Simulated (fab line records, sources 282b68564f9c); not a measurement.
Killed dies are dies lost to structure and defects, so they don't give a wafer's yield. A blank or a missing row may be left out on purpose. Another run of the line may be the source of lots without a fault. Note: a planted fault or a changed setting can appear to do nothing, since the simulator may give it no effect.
2 desks, one fault | flow rit cmos | numbers are kept per desk, each desk with only its own; the story behind them comes last

== DESK OF THE TOOL OWNER: rtp anneal-01 ==
The tool's own readings at RIT_SILICIDE_RTA_06 (time 10 s, ramp up 5 s, ramp down 10 s): means of the sampled wafers that have a number, for each lot that ran on this tool. If a lot's mean is further than 4 standard deviations from the usual mean, the lot is out of limits and carries the mark OUT (the distance appears in the brackets).
Columns: A = wafer_temp_C_max at RIT_SILICIDE_RTA_06, usual 752.4
lot  | first seen here | A
L391 | day 4 04:32     | 751.5
L395 | day 5 00:22     | 752.3
L397 | day 5 09:51     | 752.1
This desk found nothing out of limits on any of the 3 lots.

== METROLOGY DESK ==
What the gauges read, lot by lot, whatever tool the lot ran on: means of the sampled wafers that have a number. If a lot's mean is further than 4 standard deviations from the usual mean, the lot is out of limits and carries the mark OUT (the distance appears in the brackets). Shown here are 7 of its 14 readings, the ones lying furthest out on some lot.
Columns: A = PSD_RS at RIT_SDANNEAL_RS_MEAS_04, usual 115.94 ohm/sq; B = PLDD_RS at RIT_SDANNEAL_RS_MEAS_06, usual 178.6 ohm/sq; C = SILICIDE_TI_RS at RIT_SILICIDE_RS_MEAS_02, usual 48.8 ohm/sq; D = cd nm at RIT_CONTACT_CD_MEAS_08, usual 999.8 nm; E = CONTACT_OVL at RIT_CONTACT_OVL_MEAS_09, usual -0.1 nm; F = cd nm at RIT_CONTACT_CD_MEAS_90, usual 999.7 nm; G = M1_OVL at RIT_M1_OVL_MEAS_10, usual -0.7 nm
lot  | first seen here | A      | B     | C    | D      | E    | F      | G
L387 | day 3 04:22     | 116.33 | 178.5 | 48.4 | 999.4  | 2.0  | 998.9  | -0.7
L391 | day 4 03:36     | 115.56 | 177.9 | 48.6 | 997.9  | -0.7 | 997.3  | -0.6
L395 | day 4 23:26     | 115.61 | 178.9 | 47.5 | 998.7  | -1.1 | 998.8  | 2.2
L397 | day 5 08:56     | 116.17 | 178.7 | 48.1 | 998.4  | -2.8 | 997.9  | -0.3
L398 | day 5 11:44     | 116.10 | 179.3 | 48.5 | 1003.8 | -0.1 | 1003.6 | -1.2
L408 | day 7 13:34     | 115.97 | 178.6 | 49.4 | 997.8  | 0.5  | 997.8  | 0.4
This desk found nothing out of limits on any of the 6 lots.

== ALL TOGETHER ==
The desk of the tool owner found nothing out of limits.
The metrology desk saw nothing out of limits.

== WHAT THE SIMULATOR HAD PUT IN ==
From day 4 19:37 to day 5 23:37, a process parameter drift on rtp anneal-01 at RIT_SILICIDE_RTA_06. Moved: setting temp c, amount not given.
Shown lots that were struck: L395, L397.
